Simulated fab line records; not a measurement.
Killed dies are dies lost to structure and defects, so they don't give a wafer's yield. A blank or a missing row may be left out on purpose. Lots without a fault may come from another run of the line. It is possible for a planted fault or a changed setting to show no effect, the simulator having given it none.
Struck lot and sound lot, side by side -- flow berkeley-cmos170 -- 15 steps out of a route of 331
Sound: wafers L133.1, L133.2, L133.5. Wafers struck: L138.1, L138.5, L138.6. The cause is named last.
Each step with rows lists, per side, the tool, then ch with its chambers, then its first start. Under that, the readings that differ: sound wafers -- struck wafers -- difference of the means -- sigmas: that difference in standard deviations of wafers without a fault.
alike: words and numbers the same on both sides, and readings whose means are apart by under 2 such deviations; not compared: readings that were withheld, readings missing a value for some wafer, numbers with overlapping values and no deviation given by the record, and bounds like >300 which may hide the same value.
Wherever a step has rows on one side only, a row that says differs or no value, or a row with sigmas, the two part there. Non-overlapping numbers with no deviation appear without sigmas and do not part them. A reading that every wafer of one side lacks parts them only if that side has two wafers or more.

first, 3 steps without rows for these wafers: UCB170_ACTIVE_EXPOSE_10 (exposes mask ACTIVE, target cd 1200 nm); UCB170_ACTIVE_PEB_11; UCB170_ACTIVE_DEVELOP_12 (develop time 45 s).
UCB170_ACTIVE_CD_MEAS_13: the cd target is 1200 nm.
  sound on cd-sem-01, day 4 07:37; struck on cd-sem-02, day 5 04:20
  alike: cd-nm
UCB170_ACTIVE_OVL_MEAS_14:
  sound on overlay-02, day 4 07:44; struck on overlay-01, day 5 04:27
  alike: ACTIVE_OVL
UCB170_ACTIVE_ETCH_15: etches Si3N4 in CH3F/Ar/O2, stops on SiO2, target depth 242 nm, time 151 s.
  sound on rie-diel-01 ch 0,2,3, day 4 07:47; struck on rie-diel-03 ch 1,2,3, day 5 04:29
  alike: drypump-motor-current-A, oes-product-au, throttle-valve-pct
  not compared: rf-hours-counter-h
UCB170_ACTIVE_STRIP_16: strips in O2.
  sound on plasma-asher-04 ch 0,1, day 4 07:53; struck on plasma-asher-01 ch 0,1, day 5 04:35
  alike: drypump-motor-current-A, oes-product-au, strip-time-to-endpoint-s
  not compared: rf-hours-counter-h
UCB170_ACTIVE_CD_MEAS_90: the cd target is 1200 nm.
  sound on cd-sem-01, day 4 07:59; struck on cd-sem-01, day 5 04:41
  alike: cd-nm
then, 4 steps without rows for these wafers: UCB170_ACTIVE_CLEAN_17 (cleans in SPM, time 600 s); UCB170_PFIELD_HMDS_00 (prime time 60 s); UCB170_PFIELD_COAT_01 (resist thk 900 nm); UCB170_PFIELD_SOFTBAKE_02 (time 60 s).
UCB170_PFIELD_EXPOSE_03: exposes mask PFIELD, target cd 1500 nm.
  sound on krf-scanner-01 ch 0, day 4 09:47; struck on krf-scanner-01 ch 0, day 5 05:32
reading,sound,struck,difference,sigmas
exposure-dose-mJ-cm2,29.98 29.97 30.02,29.24 29.23 29.23,-0.76,-23
  alike: mask, focus-offset-nm
then, 1 step without rows for these wafers: UCB170_PFIELD_PEB_04.
-- the record jumps here: 4 days lie between the struck wafers' starts before and after (it left off in module PFIELD and takes up again in module M3, whose first step shown is number 331 of the route) --
UCB170_M3_PROBE_99:
  only the struck wafers here have rows in the record (prober-02, day 8 17:41); the sound ones have none

== WHERE THEY PART ==
At UCB170_PFIELD_EXPOSE_03 first; at UCB170_M3_PROBE_99 last (within this record only).

WHY: the cause the simulator had injected
Drift in process parameters on krf-scanner-01 at UCB170_PFIELD_EXPOSE_03, starting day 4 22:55. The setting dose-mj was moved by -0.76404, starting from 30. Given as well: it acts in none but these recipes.
